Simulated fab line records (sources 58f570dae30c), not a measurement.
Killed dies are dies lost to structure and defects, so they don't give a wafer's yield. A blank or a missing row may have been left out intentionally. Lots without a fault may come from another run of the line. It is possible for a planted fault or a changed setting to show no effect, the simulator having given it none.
What tool caused it?    flow berkeleyCmos170    Sampling: 14 lots, 42 wafers, 2 of 331 route steps

== WHAT THE GAUGES SHOWED, per wafer ==
UCB170_CONTACT_THK_MEAS_02.
lot   measured      on            CONTACT_PSG_THK (nm)
L471  day 7 17:46   filmMetro-03  696 690 698
L470  day 8 07:37   filmMetro-03  708 713 711
L472  day 8 07:46   filmMetro-04  710 703 699
L473  day 8 09:22   filmMetro-04  697 700 700
L474  day 9 07:02   filmMetro-02  700 696 691
L476  day 9 20:53   filmMetro-03  693 693 700
L475  day 9 22:11   filmMetro-02  704 711 713
L479  day 9 23:58   filmMetro-04  705 707 711
L478  day 10 00:37  filmMetro-02  693 693 698
L480  day 10 00:37  filmMetro-04  699 701 703
L481  day 11 02:58  filmMetro-04  694 695 693
L482  day 11 02:59  filmMetro-02  688 694 693
L484  day 11 09:18  filmMetro-03  983 988 979
L485  day 11 22:27  filmMetro-04  980 981 980

== EACH LOT AND THE TOOL THAT RAN IT (in order: tool; ch and the chambers of the sampled wafers; start) ==
lot   UCB170_CONTACT_CVD_01
L471  lpcvd-01 ch 0, day 7 15:58
L470  lpcvd-01 ch 0, day 8 05:48
L472  lpcvd-02 ch 0, day 8 05:59
L473  lpcvd-01 ch 1, day 8 07:35
L474  lpcvd-02 ch 0, day 9 05:14
L476  lpcvd-01 ch 0, day 9 19:06
L475  lpcvd-02 ch 1, day 9 20:24
L479  lpcvd-02 ch 1, day 9 22:11
L478  lpcvd-01 ch 0, day 9 22:49
L480  lpcvd-01 ch 1, day 9 22:49
L481  lpcvd-01 ch 0, day 11 01:11
L482  lpcvd-01 ch 0, day 11 01:11
L484  lpcvd-01 ch 0, day 11 07:31
L485  lpcvd-01 ch 0, day 11 19:46
- UCB170_CONTACT_CVD_01: deposits PSG from SiH4/O2/PH3, target thk 700 nm, time 2820 s.

== AS READ BY THE TOOLS THEMSELVES (means over the sampled wafers that have a number; for cases with no such wafer, the mark the record gives instead) ==
UCB170_CONTACT_CVD_01.
lot   tool      susceptorTempC (C)  zonePowerCentrePct (%)
L471  lpcvd-01  449.75              19.0
L470  lpcvd-01  449.91              18.8
L472  lpcvd-02  450.19              22.3
L473  lpcvd-01  449.73              18.0
L474  lpcvd-02  449.94              22.1
L476  lpcvd-01  450.16              18.8
L475  lpcvd-02  449.84              18.7
L479  lpcvd-02  449.98              18.8
L478  lpcvd-01  450.00              18.6
L480  lpcvd-01  450.00              18.2
L481  lpcvd-01  450.05              18.7
L482  lpcvd-01  449.92              18.9
L484  lpcvd-01  449.87              18.8
L485  lpcvd-01  449.98              19.0

== THE ANSWER, worked out from the rows above alone ==
Rule: usual is defined by the lots themselves. Put in order of their means at a reading, lots are off if they are a third of the lots or fewer, leave a main group of 4 or more, and stand apart from it by a gap of 3 or more times the standard deviation of the main group's means; of several such gaps the widest counts. Not used: any main group whose means are identical at the precision the tables above print for the reading. Also off: a lot with no number at a reading for which 4 or more lots have one. All remaining lots with rows at the step are treated as sound. The gauges are gone through in route order, then the tools' own readings, and for those a lot's mean is taken as printed above. The first step at which some lot is off is used, and at that step the reading that is off furthest; a lot without a number counts as furthest.
Off: L484, L485, seen at UCB170_CONTACT_THK_MEAS_02 (CONTACT_PSG_THK). For the main group the mean is 700 nm and the standard deviation 6.3.
A tool fits if, at a process step before that reading, it ran every lot that is off, and no sound lot after the first of them. Gauges at UCB170_CONTACT_THK_MEAS_02: tried the same way as those tools. One candidate fits, namely lpcvd-01 at UCB170_CONTACT_CVD_01. A fault onset in the window from L481 (day 11 01:11, its last sound lot) to L484 (day 11 07:31, its first lot off) fits.

== WHAT THE SIMULATOR HAD INSERTED ==
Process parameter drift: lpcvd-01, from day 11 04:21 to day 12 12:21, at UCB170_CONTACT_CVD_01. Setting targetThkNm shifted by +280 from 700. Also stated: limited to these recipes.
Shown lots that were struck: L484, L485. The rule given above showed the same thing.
